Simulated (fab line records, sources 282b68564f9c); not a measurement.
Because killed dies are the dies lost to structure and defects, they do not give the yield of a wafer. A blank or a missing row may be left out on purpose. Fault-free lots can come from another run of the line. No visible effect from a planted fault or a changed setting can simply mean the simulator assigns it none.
Split-lot trial ; flow ritCmos ; 23 wafers read across 5 lots, on a route 202 steps long

SPLIT DETAILS
At RIT_CONTACT_DEVELOP_07 (develop time 120 s), the setting developTimeS was moved away from the recipe's 120 s on 4 of the 23 wafers read, by -6.1% to -4.0%. For the rest of the wafers, this setting stayed at what the recipe calls for.

Between the split and the reading, the file records no step.

THE READING
CONTACT.cdNm (the simulator's own value, which no gauge read), in nm, at RIT_CONTACT_ETCH_11 (etches SiO2 in CHF3/CF4/Ar, stops on TiSi2, target depth 480 nm, time 320 s). The file gives no usual value for it. Across the 19 wafers here that went through the recipe, the average is 998.4 nm and the standard deviation 3 nm.

wafer;tool, chamber at the split;developTimeS as run, s;against the recipe;CONTACT.cdNm, nm;against lot-mates on the recipe
L076.2;lithoTrack-03, 0;112.7;-6.1%;987.2;-8.7
L076.3;lithoTrack-03, 0;120;recipe;995.2;-
L076.4;lithoTrack-03, 0;112.7;-6.1%;989.1;-6.8
L076.5;lithoTrack-03, 0;120;recipe;996.1;-
L076.6;lithoTrack-03, 0;120;recipe;996.3;-
L077.2;lithoTrack-04, 0;120;recipe;1000;-
L077.4;lithoTrack-04, 0;120;recipe;998.8;-
L077.6;lithoTrack-04, 0;120;recipe;1002;-
L080.1;lithoTrack-01, 0;120;recipe;995.2;-
L080.2;lithoTrack-01, 0;120;recipe;996.1;-
L080.3;lithoTrack-01, 0;120;recipe;994.8;-
L080.4;lithoTrack-01, 0;120;recipe;993;-
L080.5;lithoTrack-01, 0;120;recipe;994.4;-
L081.1;lithoTrack-04, 0;120;recipe;1001;-
L081.3;lithoTrack-04, 0;120;recipe;1001;-
L081.6;lithoTrack-04, 0;120;recipe;1001;-
L081.4;lithoTrack-04, 0;120;recipe;1000;-
L081.5;lithoTrack-04, 0;120;recipe;999.5;-
L083.1;lithoTrack-03, 0;120;recipe;1001;-
L083.2;lithoTrack-03, 0;120;recipe;1002;-
L083.3;lithoTrack-03, 0;115.2;-4.0%;1000;-2.0
L083.5;lithoTrack-03, 0;120;recipe;1003;-
L083.6;lithoTrack-03, 0;115.2;-4.0%;998.4;-3.6

FIT RESULTS
A straight line over all 23 wafers: CONTACT.cdNm changes by +1.16 nm for each +1% of developTimeS; r = +0.56; the points scatter about the line by 3.5 nm.
The same after taking each lot's own level away (the mean of its wafers on the recipe; 23 wafers): +1.11 nm for each +1%; r = +0.90; scatter 1.1 nm.
On that fit, the largest move of developTimeS shifts the reading by 6.7 nm.
From 994.70 to 1002.00 nm: that is the span of the lots' own levels, equal to 2.4 times the standard deviation above.
So the lot-to-lot level blurs the effect unless lot-mates are compared.
Check: for one of the wafers moved furthest among these (-6.1%), held out of the fit, the line's prediction against its lot-mates is -5.61 nm. It came out at -8.67 nm against them.

THE FILE'S OWN FIT
CONTACT.cdNm changes by +1.11 nm for each +1% of developTimeS, r = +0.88.
